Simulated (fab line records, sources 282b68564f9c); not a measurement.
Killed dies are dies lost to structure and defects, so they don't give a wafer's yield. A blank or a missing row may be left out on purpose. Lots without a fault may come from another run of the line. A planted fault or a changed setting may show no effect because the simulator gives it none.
Which tool did it? | flow rit_cmos | 14 lots, 42 wafers sampled, at 2 steps of a route of 202

WHAT THE GAUGES READ, wafer by wafer
The record holds no reading of a measuring or inspecting step that can be judged against a usual standard deviation.

WHICH TOOL RAN EACH LOT (tool, then ch and the chambers of the sampled wafers, then the start)
lot  | RIT_PRETRO_STRIP_09                 | RIT_M1_PROBE_99
L371 | plasma_asher-01 ch 0,1, day 2 10:04 | -
L372 | plasma_asher-02 ch 0,1, day 2 16:17 | -
L375 | plasma_asher-02 ch 0,1, day 3 05:46 | -
L377 | plasma_asher-02 ch 0,1, day 3 16:04 | -
L378 | plasma_asher-03 ch 0,1, day 3 18:51 | -
L379 | plasma_asher-01 ch 0,1, day 4 01:02 | -
L380 | plasma_asher-03 ch 0,1, day 4 06:07 | -
L381 | plasma_asher-03 ch 0,1, day 4 11:03 | prober-02, day 5 15:17
L382 | plasma_asher-01 ch 0,1, day 4 15:23 | -
L383 | plasma_asher-02 ch 0,1, day 4 20:34 | -
L386 | plasma_asher-03 ch 0,1, day 5 10:35 | prober-01, day 6 13:50
L387 | plasma_asher-02 ch 0,1, day 5 17:12 | -
L389 | plasma_asher-03 ch 0,1, day 6 03:57 | prober-02, day 7 08:28
L394 | plasma_asher-01 ch 0,1, day 7 03:34 | -
- RIT_PRETRO_STRIP_09: strips in O2, time 180 s.
- RIT_M1_PROBE_99

WHAT THE TOOLS THEMSELVES READ (means of the sampled wafers that have a number; where no wafer has one, the mark that the record gives instead)
RIT_PRETRO_STRIP_09. Usual: drypump_motor_current_A 5.8 A, standard deviation 0.47.
lot  | tool            | drypump_motor_current_A (A) | flag
L371 | plasma_asher-01 | 5.4                         |
L372 | plasma_asher-02 | 6.0                         |
L375 | plasma_asher-02 | 6.2                         |
L377 | plasma_asher-02 | 6.1                         |
L378 | plasma_asher-03 | 5.8                         |
L379 | plasma_asher-01 | 5.4                         |
L380 | plasma_asher-03 | 5.9                         |
L381 | plasma_asher-03 | 5.8                         |
L382 | plasma_asher-01 | 5.5                         |
L383 | plasma_asher-02 | 6.1                         |
L386 | plasma_asher-03 | 5.9                         |
L387 | plasma_asher-02 | 6.0                         |
L389 | plasma_asher-03 | 5.8                         |
L394 | plasma_asher-01 | 5.8                         |

RIT_M1_PROBE_99. Usual: killed_at_contacts 0.1, standard deviation 0.24; killed_at_front_end 7, standard deviation 3.2; killed_dies 7, standard deviation 3.2; killed_on_rim 1.9, standard deviation 1.4; killed_open 3.6, standard deviation 2.1; killed_short 3.5, standard deviation 2.
lot  | tool      | killed_at_contacts | killed_at_front_end | killed_dies | killed_on_rim | killed_open | killed_short | flag
L381 | prober-02 | 0.0                | 7                   | 7           | 1.3           | 4.0         | 3.3          |
L386 | prober-01 | 0.0                | 20                  | 20          | 5.7           | 4.7         | 3.0          | OFF
L389 | prober-02 | 0.0                | 28                  | 28          | 8.0           | 2.0         | 2.3          | OFF

THE ANSWER, worked out from the rows above alone
Rule: a lot is off if the mean of its wafers that have a number lies more than 3 standard deviations from the usual mean. A lot without any number at a reading at which 4 lots or more have one is off too. The other lots that the step has rows for count as sound. The gauges are gone through in route order, then the tools' own readings, and for those a lot's mean is taken as printed above. The first step at which some lot is off is used, and at that step the reading that is off furthest; a lot without a number counts as furthest.
Off: L386, L389, at RIT_M1_PROBE_99 (killed_at_front_end). Neither off nor sound, because the step has no rows for them: L371, L372, L375, L377, L378, L379, L380, L382, L383, L387, L394.
A tool fits if, at that step or a process step before it, it ran every lot that is off, and no sound lot after the first of them. One fits: plasma_asher-03 at RIT_PRETRO_STRIP_09. Its last sound lot is L381 (day 4 11:03), its first lot that is off L386 (day 5 10:35): a fault that began between those two fits.

WHAT THE SIMULATOR HAD PUT IN
Chamber particle source: plasma_asher-03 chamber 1, from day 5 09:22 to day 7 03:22, at RIT_PRETRO_STRIP_09. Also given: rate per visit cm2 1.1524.
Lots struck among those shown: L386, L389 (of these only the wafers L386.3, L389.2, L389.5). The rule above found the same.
